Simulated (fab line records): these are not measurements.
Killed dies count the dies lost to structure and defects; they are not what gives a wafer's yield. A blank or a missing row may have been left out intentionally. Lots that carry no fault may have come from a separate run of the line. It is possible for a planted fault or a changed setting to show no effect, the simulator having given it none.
A single fault, viewed from 2 desks | flow rit_cmos | only its own numbers are on each desk; what lay behind them is given at the end

== FOR THE TOOL OWNER'S DESK: litho_track-02 ==
The tool's own readings at RIT_PLDD_DEVELOP_05 (develop time 50 s): means of the sampled wafers that have a number, for each lot that ran on this tool. If a lot's mean is further than 4 standard deviations from the usual mean, the lot is out of limits and carries the mark OUT (the distance appears in the brackets).
Columns: A = developer_temp_C at RIT_PLDD_DEVELOP_05, usual 22.98 C; B = resist_line_temp_C at RIT_PLDD_DEVELOP_05, usual 23.01 C
lot  | first seen here | A     | B
L794 | day 3 15:00     | 22.86 | 22.91
L795 | day 4 00:00     | 23.01 | 23.07
L796 | day 4 04:00     | 22.92 | 23.11
L802 | day 5 11:00     | 23.03 | 22.98
This desk found nothing out of limits on any of the 4 lots.

== AT THE METROLOGY DESK ==
What the gauges read, lot by lot, whatever tool the lot ran on: means of the sampled wafers that have a number. If a lot's mean is further than 4 standard deviations from the usual mean, the lot is out of limits and carries the mark OUT (the distance appears in the brackets).
Columns: A = GATE_POLY_THK at RIT_GATE_THK_MEAS_09, usual 250.0 nm; B = NLDD_TW at RIT_NLDD_TW_MEAS_10, usual 2480; C = PLDD_TW at RIT_PLDD_TW_MEAS_10, usual 2339
lot  | first seen here | A     | B    | C
L790 | day 2 11:01     | 250.0 | 2464 | 2346
L791 | day 2 18:23     | 248.0 | 2487 | 2338
L792 | day 2 21:30     | 250.9 | 2480 | 2323
L793 | day 3 02:27     | 246.5 | 2476 | 2346
L794 | day 3 08:43     | 251.6 | 2479 | 2336
L795 | day 3 16:43     | 249.6 | 2465 | 2344
L796 | day 3 19:25     | 249.7 | 2483 | 30 (-99 or more) OUT
L797 | day 4 00:41     | 248.2 | 2486 | 2351
L802 | day 5 03:41     | 251.8 | 2482 | 30 (-99 or more) OUT
L806 | day 6 03:03     | 252.6 | 2494 | 2336
L807 | day 6 05:41     | 247.4 | 2482 | 2338
L808 | day 6 07:01     | 248.4 | 2487 | 2340
L809 | day 6 12:41     | 250.1 | 2486 | 2337
L812 | day 7 06:09     | 246.8 | 2452 | 2341
This desk's result: L796, L802 out of limits, first on L796 (PLDD_TW at RIT_PLDD_TW_MEAS_10), day 4 04:40. In limits: L790, L791, L792, L793, L794, L795, L797, L806, L807, L808, L809, L812.

== TAKEN TOGETHER ==
Metrology desk: alarm possible at day 4 04:40 on L796, L802.
The tool owner's desk saw nothing out of limits.
Tool owner's desk: L796, L802 on record, inside its limits.
RIT_PLDD_DEVELOP_05 was run on litho_track-02 by each of the lots named.

== WHAT WAS PUT IN BY THE SIMULATOR ==
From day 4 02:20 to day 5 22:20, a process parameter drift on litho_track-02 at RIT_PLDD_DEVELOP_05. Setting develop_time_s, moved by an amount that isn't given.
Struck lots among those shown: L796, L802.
Hours from the fault's start to each desk's first reading out of limits: the metrology desk, 2.
